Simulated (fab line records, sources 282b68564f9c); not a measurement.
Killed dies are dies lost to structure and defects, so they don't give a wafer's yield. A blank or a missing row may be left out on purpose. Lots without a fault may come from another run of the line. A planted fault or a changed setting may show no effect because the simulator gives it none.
Problem report in the 8D (eight disciplines) form, filled by code | flow rit_cmos | the parts of the form that need people (team, actions taken, sign-off) are left out

1. THE PROBLEM
NRETRO_TW at RIT_NRETRO_TW_MEAS_10 reads a mean of 230 on 6 wafers of 2 lots; wafers without a fault read 1060 with a standard deviation of 6.4. That is -99 or more standard deviations from the usual mean.
First seen on wafer L680.1, day 5 04:26, on film_metro-01. The record holds 42 wafers of 14 lots with a number at this step. Rule for "out", or "out of limits": more than 4 standard deviations from the usual mean. The other wafers with a number count as sound.

2. WHAT IT IS AND WHAT IT IS NOT
question                    | is                           | is not
which readings at this step | NRETRO_TW                    | -
which lots                  | L680, L681                   | L668, L669, L671, L672, L673, L674, L675, L676, L679, L687, L689, L690
which wafers of those lots  | all that have a number       | -
read on which gauges        | film_metro-01, film_metro-04 | film_metro-02
when                        | from day 5 04:26             | up to then (27 sound wafers); but 9 sound wafers of L687, L689, L690 came after

3. SUSPECTS, AND WHAT RULES EACH OUT
Counting: a tool at a process step up to the reading stays a suspect if it ran every lot that is out and no sound lot after the first of them.
- the gauge at RIT_NRETRO_TW_MEAS_10: ruled out. The wafers that are out were read on 2 gauges (film_metro-01, film_metro-04).
- litho_track-03 at RIT_NRETRO_DEVELOP_05 (develop time 68 s): kept. It ran every lot that is out, first L680 (day 5 03:00), and no sound lot after that; its last sound lot up to then is L679 (day 4 18:00).
Left after counting: litho_track-03 at RIT_NRETRO_DEVELOP_05.

4. THE CAUSE (what the simulator had put in)
Process parameter drift: litho_track-03, from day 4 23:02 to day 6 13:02, at RIT_NRETRO_DEVELOP_05. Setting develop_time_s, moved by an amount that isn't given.
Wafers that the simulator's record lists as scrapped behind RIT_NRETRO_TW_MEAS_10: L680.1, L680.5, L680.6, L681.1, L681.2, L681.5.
Counting left only this tool.

5. THE CHAIN OF EFFECTS, in route order
Each row: a reading whose mean over the struck wafers that have a number lies more than 3 standard deviations from the usual. Only readings for which the record gives a usual standard deviation are gone through. hours: the time from each lot's start at the first step in this table that gives one to its start at this step, as a median over the lots. sigmas: the change in usual standard deviations.
hours | step                  | reading   | usual | on struck wafers | change | sigmas
0     | RIT_NRETRO_TW_MEAS_10 | NRETRO_TW | 1060  | 230              | -830   | -99 or more

6. WHAT WOULD HAVE CAUGHT IT SOONER
In this record the first reading out of limits at a measuring or inspecting step was taken at day 5 04:26, 5 hours after the fault began at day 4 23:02.
Of the tool readings at RIT_NRETRO_DEVELOP_05 for which the record gives a usual standard deviation, none was out on any struck wafer, so an alarm limit of 4 standard deviations on them would not have fired.
Of the lots that are out (2), L681 began RIT_NRETRO_DEVELOP_05 on litho_track-03 after day 5 04:26. A hold on the tool at that time would have spared it.
